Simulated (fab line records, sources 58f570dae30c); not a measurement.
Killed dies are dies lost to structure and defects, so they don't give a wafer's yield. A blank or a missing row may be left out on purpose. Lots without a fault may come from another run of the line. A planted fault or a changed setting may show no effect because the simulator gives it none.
Which tool did it? | flow berkeley_cmos170 | 7 lots, 21 wafers sampled, at 5 steps of a route of 331

WHAT THE GAUGES READ, wafer by wafer
UCB170_ACTIVE_CD_MEAS_90: target cd 1200 nm.
lot  | measured    | on        | cd_nm (nm)
L221 | day 4 17:02 | cd_sem-02 | 1200.1 1201.7 1199.3
L223 | day 5 04:31 | cd_sem-01 | 1200.5 1201.1 1199.9
L225 | day 5 08:52 | cd_sem-01 | 1200.4 1199.8 1201.7
L227 | day 5 19:56 | cd_sem-01 | 1200.8 1201.4 1201.3
L234 | day 7 09:20 | cd_sem-01 | 1182.7 1181.9 1183.1
L236 | day 7 15:11 | cd_sem-02 | 1199.0 1198.9 1200.9
L242 | day 8 20:07 | cd_sem-01 | 1197.3 1196.7 1197.4

WHICH TOOL RAN EACH LOT (tool, then ch and the chambers of the sampled wafers, then the start)
lot  | UCB170_ZERO_ETCH_06               | UCB170_PWELL_ETCH_14              | UCB170_ACTIVE_ETCH_15             | UCB170_ACTIVE_STRIP_16
L221 | rie_diel-01 ch 2,3, day 2 02:23   | rie_diel-02 ch 1,2,3, day 3 04:35 | rie_diel-04 ch 0,1, day 4 16:49   | plasma_asher-01 ch 0,1, day 4 16:55
L223 | rie_diel-03 ch 0,3, day 2 08:05   | rie_diel-03 ch 0,1, day 3 14:37   | rie_diel-04 ch 0,1,2, day 5 04:19 | plasma_asher-04 ch 0,1, day 5 04:25
L225 | rie_diel-01 ch 0,1,2, day 2 23:16 | rie_diel-02 ch 0,2,3, day 4 05:11 | rie_diel-01 ch 0,2, day 5 08:36   | plasma_asher-02 ch 0,1, day 5 08:45
L227 | rie_diel-02 ch 0,1,2, day 3 05:04 | rie_diel-03 ch 0,1,3, day 4 16:08 | rie_diel-02 ch 0,1,3, day 5 19:44 | plasma_asher-04 ch 0, day 5 19:50
L234 | rie_diel-01 ch 0,1,2, day 4 20:03 | rie_diel-04 ch 1,2, day 6 04:32   | rie_diel-04 ch 1,2,3, day 7 09:05 | plasma_asher-04 ch 0,1, day 7 09:13
L236 | rie_diel-01 ch 0,2, day 5 03:47   | rie_diel-04 ch 1,2, day 6 10:35   | rie_diel-02 ch 1,2,3, day 7 14:57 | plasma_asher-04 ch 0,1, day 7 15:05
L242 | rie_diel-01 ch 0,1, day 6 11:06   | rie_diel-02 ch 0,1, day 7 17:52   | rie_diel-01 ch 0,1,2, day 8 19:55 | plasma_asher-01 ch 0,1, day 8 20:01
- UCB170_ZERO_ETCH_06: etches SiO2 in CHF3/CF4/Ar, time 12 s.
- UCB170_PWELL_ETCH_14: etches Si3N4 in CH3F/Ar/O2, stops on SiO2, target depth 242 nm, time 151 s.
- UCB170_ACTIVE_ETCH_15: etches Si3N4 in CH3F/Ar/O2, stops on SiO2, target depth 242 nm, time 151 s.
- UCB170_ACTIVE_STRIP_16: strips in O2.

THE ANSWER, worked out from the rows above alone
Rule: what is usual is taken from the lots themselves. Put in order of their means at a reading, lots are off if they are a third of the lots or fewer, leave a main group of 4 or more, and stand apart from it by a gap of 3 or more times the standard deviation of the main group's means; of several such gaps the widest counts. A main group whose means are all the same, to the digits that the tables above print for the reading, isn't used. A lot without any number at a reading at which 4 lots or more have one is off too. The other lots that the step has rows for count as sound.
Off: L234, at UCB170_ACTIVE_CD_MEAS_90 (cd_nm). The main group: mean 1199.9 nm, standard deviation 1.3.
A tool fits if, at a process step before that reading, it ran every lot that is off, and no sound lot after the first of them. The gauges at UCB170_ACTIVE_CD_MEAS_90 are tried like those tools. One fits: rie_diel-04 at UCB170_ACTIVE_ETCH_15. Its last sound lot is L223 (day 5 04:19), its first lot that is off L234 (day 7 09:05): a fault that began between those two fits.

WHAT THE SIMULATOR HAD PUT IN
Process parameter drift: rie_diel-04, from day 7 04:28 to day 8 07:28, at UCB170_ACTIVE_ETCH_15. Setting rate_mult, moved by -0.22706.
Lots struck among those shown: L234. The rule above found the same.
